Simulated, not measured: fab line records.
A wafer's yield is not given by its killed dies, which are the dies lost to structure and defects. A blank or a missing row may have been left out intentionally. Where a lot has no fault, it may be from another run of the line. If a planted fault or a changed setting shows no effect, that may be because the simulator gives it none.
Which tool did it?    flow berkeley-cmos170    42 wafers from 14 lots sampled at 4 of the route's 331 steps

== WHAT THE GAUGES READ, wafer by wafer ==
UCB170_V1_THK_MEAS_01. Usual: V1_TEOS_THK 2001 nm, standard deviation 26.
lot   measured      on             V1_TEOS_THK (nm)               flag
L119  day 7 04:48   film-metro-02  1971 2018 2031                 
L120  day 7 04:53   film-metro-02  2006 2028 2008                 
L121  day 7 08:44   film-metro-02  1988 1980 2017                 
L122  day 7 20:22   film-metro-03  1984 2008 2062                 
L124  day 8 06:05   film-metro-01  1995 2017 2029                 
L125  day 8 16:01   film-metro-03  1982 1991 2055                 
L127  day 9 06:49   film-metro-01  2007 2021 2005                 
L128  day 9 19:44   film-metro-02  1985 2058 2031                 
L136  day 10 16:55  film-metro-02  2159 2187 2155 2159 2187 2155  OFF
L138  day 11 14:03  film-metro-01  2160 2178 2165 2160 2176 2165  OFF
L139  day 11 14:04  film-metro-02  1988 2034 1983                 
L140  day 11 17:47  film-metro-01  1954 1994 2013                 
L141  day 11 23:41  film-metro-02  1949 2050 2013                 
L142  day 11 23:41  film-metro-01  1997 1982 2035                 

UCB170_V1_THK_MEAS_04. Usual: V1_POLISHED_THK 1000.0 nm, standard deviation 1.2.
lot   measured      on             V1_POLISHED_THK (nm)  flag
L119  day 7 05:17   film-metro-01  999.3 1000.3 1000.6   
L120  day 7 05:22   film-metro-02  1000.5 998.9 1001.2   
L121  day 7 09:13   film-metro-01  1000.2 1000.8 1000.1  
L122  day 7 20:50   film-metro-02  999.7 997.7 997.9     
L124  day 8 06:34   film-metro-02  998.9 999.6 999.4     
L125  day 8 16:30   film-metro-02  1000.6 999.2 1001.4   
L127  day 9 07:17   film-metro-02  1001.8 998.5 1000.2   
L128  day 9 20:13   film-metro-03  999.3 1001.4 1000.8   
L136  day 10 22:35  film-metro-02  1000.6 999.4 1000.2   
L138  day 11 17:38  film-metro-02  1002.2 1000.5 1000.8  
L139  day 11 14:32  film-metro-01  1001.9 1002.9 1001.2  
L140  day 11 18:16  film-metro-02  998.5 1000.6 1001.5   
L141  day 12 00:10  film-metro-02  1001.5 1001.2 1000.5  
L142  day 12 00:10  film-metro-01  1000.7 1002.0 999.8   

== WHAT TOOL EACH LOT RAN ON (gives the tool, then ch and the chambers of the sampled wafers, and finally the start) ==
lot   UCB170_GATE_STRIP_16                  UCB170_V1_CVD_00
L119  plasma-asher-01 ch 0,1, day 6 02:04   pecvd-03 ch 0,1,2, day 7 04:38
L120  plasma-asher-04 ch 0,1, day 6 02:23   pecvd-04 ch 0,1,2, day 7 04:43
L121  plasma-asher-04 ch 0,1, day 6 08:39   pecvd-01 ch 0,1, day 7 08:34
L122  plasma-asher-01 ch 0,1, day 6 15:43   pecvd-03 ch 1,2, day 7 20:12
L124  plasma-asher-04 ch 0,1, day 7 03:10   pecvd-03 ch 0,1,2, day 8 05:55
L125  plasma-asher-01 ch 0,1, day 7 06:45   pecvd-04 ch 0,2, day 8 15:52
L127  plasma-asher-03 ch 0,1, day 8 01:06   pecvd-04 ch 0,1,2, day 9 06:38
L128  plasma-asher-01 ch 1, day 8 10:17     pecvd-01 ch 0,1, day 9 19:35
L136  plasma-asher-04 ch 0,1, day 9 12:30   pecvd-04 ch 0,1,2, day 10 16:46
L138  plasma-asher-03 ch 0,1, day 10 10:58  pecvd-04 ch 0,1, day 11 13:54
L139  plasma-asher-01 ch 0,1, day 10 11:03  pecvd-03 ch 0,1, day 11 13:54
L140  plasma-asher-04 ch 0,1, day 10 15:18  pecvd-01 ch 0,1,2, day 11 17:38
L141  plasma-asher-04 ch 0,1, day 10 22:30  pecvd-01 ch 0,1, day 11 23:31
L142  plasma-asher-03 ch 0,1, day 10 22:46  pecvd-03 ch 0,2, day 11 23:31
- UCB170_GATE_STRIP_16: strips in O2.
- UCB170_V1_CVD_00: deposits SiO2 from TEOS/O2, target thk 2000 nm, time 250 s.

== WHAT THE TOOLS THEMSELVES READ (means of the sampled wafers that have a number; where no wafer has one, the mark that the record gives instead) ==
UCB170_GATE_STRIP_16. Usual: drypump-motor-current-A 5.6 A, standard deviation 0.31; oes-product-au 0.724 a.u., standard deviation 0.0041.
lot   tool             drypump-motor-current-A (A)  oes-product-au (a.u.)  flag
L119  plasma-asher-01  5.4                          0.724                  
L120  plasma-asher-04  5.9                          0.726                  
L121  plasma-asher-04  5.8                          0.723                  
L122  plasma-asher-01  5.6                          0.723                  
L124  plasma-asher-04  6.0                          0.720                  
L125  plasma-asher-01  5.5                          0.722                  
L127  plasma-asher-03  5.3                          0.725                  
L128  plasma-asher-01  5.3                          0.722                  
L136  plasma-asher-04  5.8                          0.724                  
L138  plasma-asher-03  5.4                          0.726                  
L139  plasma-asher-01  5.5                          0.720                  
L140  plasma-asher-04  5.8                          0.724                  
L141  plasma-asher-04  5.9                          0.724                  
L142  plasma-asher-03  5.3                          0.722                  

UCB170_V1_CVD_00. Usual: heater-power-w 260 W, standard deviation 55; run-length-s 277.7 s, standard deviation 0.42.
lot   tool      heater-power-w (W)  run-length-s (s)  flag
L119  pecvd-03  249                 277.8             
L120  pecvd-04  276                 277.5             
L121  pecvd-01  263                 277.9             
L122  pecvd-03  231                 277.5             
L124  pecvd-03  240                 277.9             
L125  pecvd-04  313                 277.8             
L127  pecvd-04  289                 277.7             
L128  pecvd-01  242                 278.2             
L136  pecvd-04  267                 298.5             OFF
L138  pecvd-04  282                 298.8             OFF
L139  pecvd-03  192                 278.2             
L140  pecvd-01  283                 277.8             
L141  pecvd-01  256                 278.0             
L142  pecvd-03  283                 277.3             

== THE ANSWER, worked out from the rows above alone ==
Rule: take the mean of a lot's wafers that have a number; if it is more than 3 standard deviations from the usual mean, the lot is off. Also off: a lot with no number at a reading for which 4 or more lots have one. All remaining lots with rows at the step are treated as sound. The gauges are gone through in route order, then the tools' own readings, and for those a lot's mean is taken as printed above. The first step at which some lot is off is used, and at that step the reading that is off furthest; a lot without a number counts as furthest.
Off: at UCB170_V1_THK_MEAS_01 (V1_TEOS_THK), L136, L138.
A tool fits if, at a process step before that reading, it ran every lot that is off, and no sound lot after the first of them. Not tried: the gauges at UCB170_V1_THK_MEAS_01; whatever is off there is also off at UCB170_V1_CVD_00, on other tools, and gauge error can't account for it. One fits: UCB170_V1_CVD_00 on pecvd-04. Its last sound lot is L127 (day 9 06:38), its first lot that is off L136 (day 10 16:46): a fault that began between those two fits.
On the lots that are off, the tool's own readings at UCB170_V1_CVD_00 differ by more than 5 times the standard deviation of the sound lots' means, which bears it out; run-length-s reads 298.6 s there versus 277.8 s on the sound lots.

== WHAT HAD BEEN PUT IN BY THE SIMULATOR ==
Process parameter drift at UCB170_V1_CVD_00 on pecvd-04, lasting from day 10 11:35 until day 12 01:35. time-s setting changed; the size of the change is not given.
Lots struck among those shown: L136, L138. The rule above found the same.
